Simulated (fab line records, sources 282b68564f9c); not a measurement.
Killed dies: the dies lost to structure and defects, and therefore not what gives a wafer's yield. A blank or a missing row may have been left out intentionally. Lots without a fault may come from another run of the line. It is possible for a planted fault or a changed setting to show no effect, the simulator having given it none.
Comparing a struck lot with a sound one | flow ritCmos | 15 out of 202 route steps
Sound: wafers L373.1, L373.3, L373.4. Wafers struck: L380.2, L380.3, L380.5. The cause is named last.
At each step with rows: each side's tool, then ch and its chambers, then its first start. Under that, the readings that differ: sound wafers | struck wafers | difference of the means | sigmas: that difference in standard deviations of wafers without a fault.
alike: readings whose means differ by less than 2 such deviations, and words and numbers that are the same on both sides. not compared: withheld readings, readings that some wafer has no value for, bounds like >300 that may hide the same value, and numbers for which the record gives no deviation and whose values overlap.
The two part at a step that has a row with sigmas, a row that says differs or no value, or rows on one side only. Numbers that don't overlap but have no deviation are shown without sigmas and don't part them. Lack of a reading on every wafer of one side parts them only where that side has two or more wafers.

RIT_FOX1_THK_MEAS_01:
  sound: filmMetro-03 at day 1 18:27; struck: filmMetro-02 at day 3 05:32
reading             | sound       | struck      | difference | sigmas
FOX1_OXIDE_THK (nm) | 364 365 364 | 345 349 347 | -17        | -3
then, 2 steps without rows for these wafers: RIT_FOX1_WET_ETCH_02 (etches SiO2 in BOE, target depth 350 nm, time 390 s); RIT_FOX2_OXIDATION_00 (target thk 350.7 nm, ox time 1130 s).
RIT_FOX2_THK_MEAS_01:
  sound: filmMetro-03 at day 1 19:57; struck: filmMetro-04 at day 3 07:02
reading             | sound       | struck      | difference | sigmas
FOX2_OXIDE_THK (nm) | 360 353 350 | 337 343 342 | -14        | -2
then, 2 steps without rows for these wafers: RIT_FOX2_CLEAN_02 (cleans in dHF, time 180 s); RIT_FOX2_WET_ETCH_03 (etches Si3N4 in H3PO4, target depth 195 nm, time 2700 s).
RIT_FOX2_THK_MEAS_90:
  sound: filmMetro-01 at day 1 20:50; struck: filmMetro-04 at day 3 08:04
reading                     | sound       | struck      | difference | sigmas
FIELD_OXIDE_LEFT_1_THK (nm) | 332 325 323 | 309 315 315 | -14        | -2
then, 5 steps without rows for these wafers: RIT_NWELL_HMDS_00 (prime time 60 s); RIT_NWELL_COAT_01 (resist thk 1300 nm); RIT_NWELL_SOFTBAKE_02 (time 60 s); RIT_NWELL_EXPOSE_03 (exposes mask M2, target cd 43900 nm); RIT_NWELL_PEB_04.
RIT_NWELL_DEVELOP_05: develop time 68 s.
  sound on lithoTrack-04 ch 0, day 1 21:00; struck on lithoTrack-04 ch 0, day 3 08:00
reading            | sound             | struck            | difference | sigmas
developerTempC (C) | 22.87 23.20 23.11 | 22.00 21.96 22.10 | -1.04      | -12
RIT_NWELL_OVL_MEAS_06:
  sound: overlay-01 at day 1 21:46; struck: overlay-01 at day 3 09:07
  alike: NWELL_OVL
then, 1 step without rows for these wafers: RIT_M1_PROBE_99.

WHERE THEY PART
Earliest at RIT_FOX1_THK_MEAS_01; latest, in this record, at RIT_NWELL_DEVELOP_05. Later steps at which nothing parts them and some readings are alike: RIT_NWELL_OVL_MEAS_06.

WHY: whatever the simulator had introduced
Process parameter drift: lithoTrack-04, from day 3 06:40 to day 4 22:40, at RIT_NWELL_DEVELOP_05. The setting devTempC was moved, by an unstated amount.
